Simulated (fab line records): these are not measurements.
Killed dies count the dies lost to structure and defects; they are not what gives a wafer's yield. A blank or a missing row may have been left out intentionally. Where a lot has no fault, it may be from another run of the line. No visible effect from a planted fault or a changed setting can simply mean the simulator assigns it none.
The tool behind it: which one? | flow rit_cmos | 42 wafers from 14 lots sampled at 3 of the route's 202 steps

== WHAT EACH GAUGE READ, for each wafer ==
RIT_M1_RS_MEAS_01: uses a four-point probe to measure. Usual: M1_AL_RS typically reads 0.0737 ohm/sq, with standard deviation 0.00071.
lot  | measured    | on            | M1_AL_RS (ohm/sq)    | flag
L778 | day 3 06:46 | film_metro-03 | 0.0737 0.0751 0.0739 |
L779 | day 3 12:34 | film_metro-03 | 0.0744 0.0739 0.0744 |
L780 | day 3 18:50 | film_metro-03 | 0.0742 0.0734 0.0742 |
L781 | day 3 23:35 | film_metro-02 | 0.0747 0.0742 0.0753 |
L782 | day 4 01:39 | film_metro-04 | 0.0749 0.0745 0.0751 |
L786 | day 4 23:01 | film_metro-03 | 0.0817 0.0818 0.0817 | OFF
L788 | day 5 08:16 | film_metro-02 | 0.0815 0.0811 0.0811 | OFF
L789 | day 5 13:47 | film_metro-04 | 0.0750 0.0752 0.0750 |
L791 | day 6 01:04 | film_metro-02 | 0.0734 0.0725 0.0726 |
L793 | day 6 12:26 | film_metro-02 | 0.0745 0.0736 0.0743 |
L795 | day 6 19:23 | film_metro-02 | 0.0744 0.0730 0.0739 |
L797 | day 7 04:44 | film_metro-04 | 0.0734 0.0736 0.0740 |
L799 | day 7 16:25 | film_metro-03 | 0.0726 0.0731 0.0729 |
L800 | day 8 00:34 | film_metro-03 | 0.0736 0.0734 0.0730 |

RIT_M1_THK_MEAS_02: measures by xrf. Usual: M1_AL_THK typically reads 406 nm, with standard deviation 4.7.
lot  | measured    | on            | M1_AL_THK (nm) | flag
L778 | day 3 06:51 | film_metro-03 | 405 399 403    |
L779 | day 3 12:41 | film_metro-03 | 403 404 403    |
L780 | day 3 18:56 | film_metro-03 | 404 409 404    |
L781 | day 3 23:42 | film_metro-02 | 398 400 394    |
L782 | day 4 01:46 | film_metro-04 | 404 405 401    |
L786 | day 4 23:08 | film_metro-03 | 369 368 367    | OFF
L788 | day 5 08:23 | film_metro-02 | 368 369 369    | OFF
L789 | day 5 13:54 | film_metro-04 | 407 402 403    |
L791 | day 6 01:11 | film_metro-02 | 405 408 409    |
L793 | day 6 12:33 | film_metro-02 | 397 401 398    |
L795 | day 6 19:30 | film_metro-02 | 398 408 406    |
L797 | day 7 04:50 | film_metro-04 | 411 413 408    |
L799 | day 7 16:30 | film_metro-03 | 409 409 408    |
L800 | day 8 00:41 | film_metro-03 | 410 410 409    |

== EACH LOT AND THE TOOL THAT RAN IT (in order: tool; ch and the chambers of the sampled wafers; start) ==
lot  | RIT_M1_SPUTTER_00
L778 | pvd_sputter-03, day 3 06:25
L779 | pvd_sputter-04, day 3 12:16
L780 | pvd_sputter-03, day 3 18:29
L781 | pvd_sputter-03, day 3 23:17
L782 | pvd_sputter-04, day 4 01:20
L786 | pvd_sputter-04, day 4 22:44
L788 | pvd_sputter-04, day 5 07:56
L789 | pvd_sputter-03, day 5 13:29
L791 | pvd_sputter-03, day 6 00:46
L793 | pvd_sputter-03, day 6 12:08
L795 | pvd_sputter-03, day 6 19:05
L797 | pvd_sputter-03, day 7 04:25
L799 | pvd_sputter-02, day 7 16:04
L800 | pvd_sputter-03, day 8 00:16
- RIT_M1_SPUTTER_00: material Al, target thk 400 nm, time 500 s.

== AS READ BY THE TOOLS THEMSELVES (means over the sampled wafers that have a number; for cases with no such wafer, the mark the record gives instead) ==
RIT_M1_SPUTTER_00. Usual: substrate_temp_c 25.00 C, standard deviation 0.1; throttle_valve_pct 30.0 %, standard deviation 1.1.
lot  | tool           | substrate_temp_c (C) | throttle_valve_pct (%) | flag
L778 | pvd_sputter-03 | 24.92                | 30.3                   |
L779 | pvd_sputter-04 | 24.95                | 30.6                   |
L780 | pvd_sputter-03 | 25.01                | 30.2                   |
L781 | pvd_sputter-03 | 25.06                | 29.5                   |
L782 | pvd_sputter-04 | 25.03                | 30.5                   |
L786 | pvd_sputter-04 | 25.02                | 30.5                   |
L788 | pvd_sputter-04 | 25.02                | 29.8                   |
L789 | pvd_sputter-03 | 24.94                | 29.9                   |
L791 | pvd_sputter-03 | 25.06                | 29.8                   |
L793 | pvd_sputter-03 | 25.14                | 29.6                   |
L795 | pvd_sputter-03 | 24.92                | 29.8                   |
L797 | pvd_sputter-03 | 24.96                | 30.3                   |
L799 | pvd_sputter-02 | 25.08                | 30.4                   |
L800 | pvd_sputter-03 | 24.95                | 29.0                   |

== THE ANSWER, worked out from the rows above alone ==
Rule: take the mean of a lot's wafers that have a number; if it is more than 3 standard deviations from the usual mean, the lot is off. A lot without any number at a reading at which 4 lots or more have one is off too. Where the step has rows for the other lots, those lots are counted as sound. After the gauges, taken in route order, come the tools' own readings; for these a lot's mean is taken, as printed above. The first step at which some lot is off is used, and at that step the reading that is off furthest; a lot without a number counts as furthest.
Off: at RIT_M1_RS_MEAS_01 (M1_AL_RS), L786, L788.
If a tool, at a process step before that reading, ran all the lots that are off and no sound lot after the first of them, it fits. The gauges at RIT_M1_RS_MEAS_01 are tried like those tools. One fits: RIT_M1_SPUTTER_00 on pvd_sputter-04. A fault onset in the window from L782 (day 4 01:20, its last sound lot) to L786 (day 4 22:44, its first lot off) fits.

== WHAT THE SIMULATOR HAD INSERTED ==
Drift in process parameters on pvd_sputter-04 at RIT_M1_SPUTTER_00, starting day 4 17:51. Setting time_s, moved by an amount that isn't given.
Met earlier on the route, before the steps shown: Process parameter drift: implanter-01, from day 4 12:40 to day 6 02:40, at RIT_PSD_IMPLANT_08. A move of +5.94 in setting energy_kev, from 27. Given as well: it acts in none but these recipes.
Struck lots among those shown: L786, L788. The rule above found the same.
